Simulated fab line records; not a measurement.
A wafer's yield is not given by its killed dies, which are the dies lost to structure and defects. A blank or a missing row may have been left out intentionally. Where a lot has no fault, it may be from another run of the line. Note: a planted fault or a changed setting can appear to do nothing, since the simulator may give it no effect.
Problem report in the 8D (eight disciplines) form, filled by code	flow berkeleyCmos170	the parts of the form that need people (team, actions taken, sign-off) are left out

## 1. THE PROBLEM
Wafers without a fault read 100.05 C, standard deviation 0.15; primeTempC at UCB170_PLDD_HMDS_00 reads a mean of 98.39 C on 6 wafers belonging to 2 lots. Measured from the usual mean, that is -11 standard deviations.
The step: prime time 60 s.
Seen first at day 8 09:03 on lithoTrack-04, wafer L351.2. The record has a number at this step for 42 wafers belonging to 14 lots. The rule behind "out" and "out of limits": a value lying over 4 standard deviations away from the usual mean. Any other wafer with a number is counted as sound.

## 2. WHAT IT IS AND WHAT IT IS NOT
question	is	is not
which readings at this step	primeTempC	-
which lots	L351, L352	L345, L347, L348, L350, L353, L356, L359, L360, L363, L364, L366, L368
which wafers of those lots	all that have a number	-
read on which tools	lithoTrack-04	lithoTrack-01, lithoTrack-02
when	from day 8 09:03	up to then (12 sound wafers); but 24 sound wafers of L353, L356, L359, L360, L363, L364, L366, L368 came after

## 3. SUSPECTS, AND WHAT RULES EACH OUT
Counting: any tool at a process step up to the reading is kept as a suspect provided that every lot that is out went through it and no sound lot did after the first of them.
- plasmaAsher-03 at UCB170_GATE_STRIP_16 (strips in O2): ruled out as a lasting fault. After its first lot that is out, L351 (day 8 07:56), sound lots L356, L363 ran on it.
- lithoTrack-04 at UCB170_PLDD_HMDS_00 (prime time 60 s): ruled out as a lasting fault. After its first lot that is out, L351 (day 8 09:03), sound lots L366, L368 ran on it.
Left after counting: nothing in the record.

## 4. THE CAUSE (what the simulator had put in)
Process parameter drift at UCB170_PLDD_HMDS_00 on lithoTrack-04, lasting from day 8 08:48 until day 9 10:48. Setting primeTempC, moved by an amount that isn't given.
Counting ruled it out, wrongly.

## 5. THE CHAIN OF EFFECTS, in route order
Each row: a reading whose mean over the struck wafers that have a number lies more than 3 standard deviations from the usual. Only readings for which the record gives a usual standard deviation are gone through. hours: the time from each lot's start at the first step in this table that gives one to its start at this step, as a median over the lots. sigmas: the change in usual standard deviations.
hours	step	reading	usual	on struck wafers	change	sigmas
0	UCB170_PLDD_HMDS_00	primeTempC	100.05 C	98.39	-1.66	-11
Here are the process steps it includes:
- UCB170_PLDD_HMDS_00: prime time 60 s.

## 6. WHAT WOULD HAVE CAUGHT IT SOONER
0 hours passed between the start of the fault at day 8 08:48 and the first reading out of limits in this record, taken at day 8 09:03.
